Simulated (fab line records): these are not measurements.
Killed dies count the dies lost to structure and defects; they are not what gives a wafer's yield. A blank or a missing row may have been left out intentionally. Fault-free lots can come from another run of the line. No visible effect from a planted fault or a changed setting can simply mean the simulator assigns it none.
Which of the tools did it? / flow berkeleyCmos170 / 39 wafers from 13 lots sampled at 4 of the route's 331 steps

WHAT THE GAUGES SHOWED, per wafer
UCB170_M3_BOW_MEAS_20.
lot=L774; measured=day 7 17:48; on=filmMetro-01; M3_BOW (um)=39 36 34
lot=L775; measured=day 7 19:30; on=filmMetro-02; M3_BOW (um)=44 31 35
lot=L776; measured=day 8 11:58; on=filmMetro-01; M3_BOW (um)=29 37 49
lot=L778; measured=day 8 19:10; on=filmMetro-03; M3_BOW (um)=39 40 36
lot=L779; measured=day 8 19:44; on=filmMetro-01; M3_BOW (um)=42 42 38
lot=L781; measured=day 9 08:19; on=filmMetro-02; M3_BOW (um)=26 39 27
lot=L782; measured=day 9 08:44; on=filmMetro-01; M3_BOW (um)=43 33 30
lot=L784; measured=day 10 02:26; on=filmMetro-02; M3_BOW (um)=47 43 35
lot=L786; measured=day 10 11:11; on=filmMetro-01; M3_BOW (um)=26 43 42
lot=L791; measured=day 11 19:32; on=filmMetro-02; M3_BOW (um)=42 35 36
lot=L788; measured=day 11 11:41; on=filmMetro-01; M3_BOW (um)=42 38 45
lot=L793; measured=day 11 19:43; on=filmMetro-02; M3_BOW (um)=32 39 42
lot=L795; measured=day 12 04:37; on=filmMetro-03; M3_BOW (um)=30 38 31

WHICH TOOL RAN EACH LOT (tool, then ch and the chambers of the sampled wafers, then the start)
lot=L774; UCB170_NVT_STRIP_08=plasmaAsher-02 ch 0,1, day 5 07:49; UCB170_M1_STRIP_13=plasmaAsher-02 ch 0,1, day 6 21:59; UCB170_V1_CVD_00=pecvd-01 ch 0,1, day 7 02:21
lot=L775; UCB170_NVT_STRIP_08=plasmaAsher-03 ch 0,1, day 5 16:09; UCB170_M1_STRIP_13=plasmaAsher-03 ch 0,1, day 7 02:07; UCB170_V1_CVD_00=pecvd-02 ch 0,1, day 7 05:25
lot=L776; UCB170_NVT_STRIP_08=plasmaAsher-04 ch 0,1, day 6 00:59; UCB170_M1_STRIP_13=plasmaAsher-01 ch 0,1, day 7 19:10; UCB170_V1_CVD_00=pecvd-01 ch 0,1,2, day 7 21:38
lot=L778; UCB170_NVT_STRIP_08=plasmaAsher-02 ch 0,1, day 6 13:26; UCB170_M1_STRIP_13=plasmaAsher-02 ch 0,1, day 8 02:59; UCB170_V1_CVD_00=pecvd-02 ch 0,2, day 8 08:05
lot=L779; UCB170_NVT_STRIP_08=plasmaAsher-03 ch 0,1, day 6 13:45; UCB170_M1_STRIP_13=plasmaAsher-02 ch 0,1, day 8 04:26; UCB170_V1_CVD_00=pecvd-03 ch 1,2, day 8 08:05
lot=L781; UCB170_NVT_STRIP_08=plasmaAsher-04 ch 0,1, day 7 05:11; UCB170_M1_STRIP_13=plasmaAsher-01 ch 0,1, day 8 18:21; UCB170_V1_CVD_00=pecvd-01 ch 1,2, day 8 20:13
lot=L782; UCB170_NVT_STRIP_08=plasmaAsher-03 ch 0,1, day 7 06:48; UCB170_M1_STRIP_13=plasmaAsher-02 ch 0,1, day 8 18:29; UCB170_V1_CVD_00=pecvd-03 ch 0,1,2, day 8 20:13
lot=L784; UCB170_NVT_STRIP_08=plasmaAsher-03 ch 0,1, day 7 12:34; UCB170_M1_STRIP_13=plasmaAsher-01 ch 0,1, day 9 04:46; UCB170_V1_CVD_00=pecvd-03 ch 0,1, day 9 08:11
lot=L786; UCB170_NVT_STRIP_08=plasmaAsher-04 ch 0,1, day 7 20:05; UCB170_M1_STRIP_13=plasmaAsher-03 ch 0,1, day 9 19:41; UCB170_V1_CVD_00=pecvd-01 ch 1,2, day 9 21:34
lot=L791; UCB170_NVT_STRIP_08=plasmaAsher-02 ch 0,1, day 8 23:08; UCB170_M1_STRIP_13=plasmaAsher-01 ch 0,1, day 10 21:46; UCB170_V1_CVD_00=pecvd-01 ch 0,2, day 11 02:43
lot=L788; UCB170_NVT_STRIP_08=plasmaAsher-03 ch 0,1, day 8 23:23; UCB170_M1_STRIP_13=plasmaAsher-02 ch 0,1, day 10 20:38; UCB170_V1_CVD_00=pecvd-01 ch 0,2, day 10 22:40
lot=L793; UCB170_NVT_STRIP_08=plasmaAsher-02 ch 0, day 9 06:47; UCB170_M1_STRIP_13=plasmaAsher-02 ch 0,1, day 10 22:46; UCB170_V1_CVD_00=pecvd-02 ch 0,1,2, day 11 02:52
lot=L795; UCB170_NVT_STRIP_08=plasmaAsher-03 ch 0,1, day 9 17:08; UCB170_M1_STRIP_13=plasmaAsher-02 ch 0,1, day 11 11:41; UCB170_V1_CVD_00=pecvd-02 ch 0,2, day 11 14:02
- UCB170_NVT_STRIP_08: strips in O2.
- UCB170_M1_STRIP_13: strips in O2.
- UCB170_V1_CVD_00: deposits SiO2 from TEOS/O2, target thk 2000 nm, time 260.8 s.

WHAT THE TOOLS THEMSELVES READ (means of the sampled wafers that have a number; where no wafer has one, the mark that the record gives instead)
UCB170_NVT_STRIP_08.
lot=L774; tool=plasmaAsher-02; drypumpMotorCurrentA (A)=6.0; oesProductAu (a.u.)=0.734; stripTimeToEndpointS (s)=21.86
lot=L775; tool=plasmaAsher-03; drypumpMotorCurrentA (A)=5.6; oesProductAu (a.u.)=0.735; stripTimeToEndpointS (s)=21.79
lot=L776; tool=plasmaAsher-04; drypumpMotorCurrentA (A)=5.4; oesProductAu (a.u.)=0.735; stripTimeToEndpointS (s)=21.53
lot=L778; tool=plasmaAsher-02; drypumpMotorCurrentA (A)=6.0; oesProductAu (a.u.)=0.734; stripTimeToEndpointS (s)=21.73
lot=L779; tool=plasmaAsher-03; drypumpMotorCurrentA (A)=5.4; oesProductAu (a.u.)=0.732; stripTimeToEndpointS (s)=21.74
lot=L781; tool=plasmaAsher-04; drypumpMotorCurrentA (A)=5.4; oesProductAu (a.u.)=0.731; stripTimeToEndpointS (s)=21.65
lot=L782; tool=plasmaAsher-03; drypumpMotorCurrentA (A)=5.4; oesProductAu (a.u.)=0.732; stripTimeToEndpointS (s)=21.58
lot=L784; tool=plasmaAsher-03; drypumpMotorCurrentA (A)=5.4; oesProductAu (a.u.)=0.732; stripTimeToEndpointS (s)=21.61
lot=L786; tool=plasmaAsher-04; drypumpMotorCurrentA (A)=5.4; oesProductAu (a.u.)=0.734; stripTimeToEndpointS (s)=21.65
lot=L791; tool=plasmaAsher-02; drypumpMotorCurrentA (A)=5.9; oesProductAu (a.u.)=0.732; stripTimeToEndpointS (s)=21.63
lot=L788; tool=plasmaAsher-03; drypumpMotorCurrentA (A)=5.7; oesProductAu (a.u.)=0.733; stripTimeToEndpointS (s)=21.78
lot=L793; tool=plasmaAsher-02; drypumpMotorCurrentA (A)=5.9; oesProductAu (a.u.)=0.733; stripTimeToEndpointS (s)=21.76
lot=L795; tool=plasmaAsher-03; drypumpMotorCurrentA (A)=5.4; oesProductAu (a.u.)=0.735; stripTimeToEndpointS (s)=21.69

UCB170_M1_STRIP_13.
lot=L774; tool=plasmaAsher-02; drypumpMotorCurrentA (A)=5.9; oesProductAu (a.u.)=0.721
lot=L775; tool=plasmaAsher-03; drypumpMotorCurrentA (A)=5.4; oesProductAu (a.u.)=0.718
lot=L776; tool=plasmaAsher-01; drypumpMotorCurrentA (A)=5.5; oesProductAu (a.u.)=0.719
lot=L778; tool=plasmaAsher-02; drypumpMotorCurrentA (A)=6.0; oesProductAu (a.u.)=0.720
lot=L779; tool=plasmaAsher-02; drypumpMotorCurrentA (A)=6.0; oesProductAu (a.u.)=0.720
lot=L781; tool=plasmaAsher-01; drypumpMotorCurrentA (A)=5.6; oesProductAu (a.u.)=0.721
lot=L782; tool=plasmaAsher-02; drypumpMotorCurrentA (A)=6.0; oesProductAu (a.u.)=0.721
lot=L784; tool=plasmaAsher-01; drypumpMotorCurrentA (A)=5.6; oesProductAu (a.u.)=0.718
lot=L786; tool=plasmaAsher-03; drypumpMotorCurrentA (A)=5.4; oesProductAu (a.u.)=0.720
lot=L791; tool=plasmaAsher-01; drypumpMotorCurrentA (A)=5.6; oesProductAu (a.u.)=0.718
lot=L788; tool=plasmaAsher-02; drypumpMotorCurrentA (A)=5.9; oesProductAu (a.u.)=0.718
lot=L793; tool=plasmaAsher-02; drypumpMotorCurrentA (A)=6.0; oesProductAu (a.u.)=0.718
lot=L795; tool=plasmaAsher-02; drypumpMotorCurrentA (A)=6.0; oesProductAu (a.u.)=0.723

UCB170_V1_CVD_00.
lot=L774; tool=pecvd-01; heaterPowerW (W)=269
lot=L775; tool=pecvd-02; heaterPowerW (W)=258
lot=L776; tool=pecvd-01; heaterPowerW (W)=250
lot=L778; tool=pecvd-02; heaterPowerW (W)=289
lot=L779; tool=pecvd-03; heaterPowerW (W)=195
lot=L781; tool=pecvd-01; heaterPowerW (W)=255
lot=L782; tool=pecvd-03; heaterPowerW (W)=254
lot=L784; tool=pecvd-03; heaterPowerW (W)=268
lot=L786; tool=pecvd-01; heaterPowerW (W)=233
lot=L791; tool=pecvd-01; heaterPowerW (W)=204
lot=L788; tool=pecvd-01; heaterPowerW (W)=215
lot=L793; tool=pecvd-02; heaterPowerW (W)=269
lot=L795; tool=pecvd-02; heaterPowerW (W)=295

THE ANSWER, worked out from the rows above alone
Rule: what is usual is taken from the lots themselves. The widest of any qualifying gaps counts: lots, ordered by their means at a reading, are off when they make up no more than a third of the lots, leave a main group of 4 or more, and stand apart from it by 3 or more times the standard deviation of that group's means. If all means in a main group match to the digits the tables above print for the reading, that group is not used. Also off: a lot with no number at a reading for which 4 or more lots have one. All remaining lots with rows at the step are treated as sound. Order of review: gauges by route order, followed by the tools' own readings, for which a lot's mean as printed above is used. At the first step where some lot is off, the reading lying furthest off is the one used; lots without a number count as furthest.
No lot is off at any reading shown: from this, nothing can be told.

WHAT THE SIMULATOR HAD INSERTED
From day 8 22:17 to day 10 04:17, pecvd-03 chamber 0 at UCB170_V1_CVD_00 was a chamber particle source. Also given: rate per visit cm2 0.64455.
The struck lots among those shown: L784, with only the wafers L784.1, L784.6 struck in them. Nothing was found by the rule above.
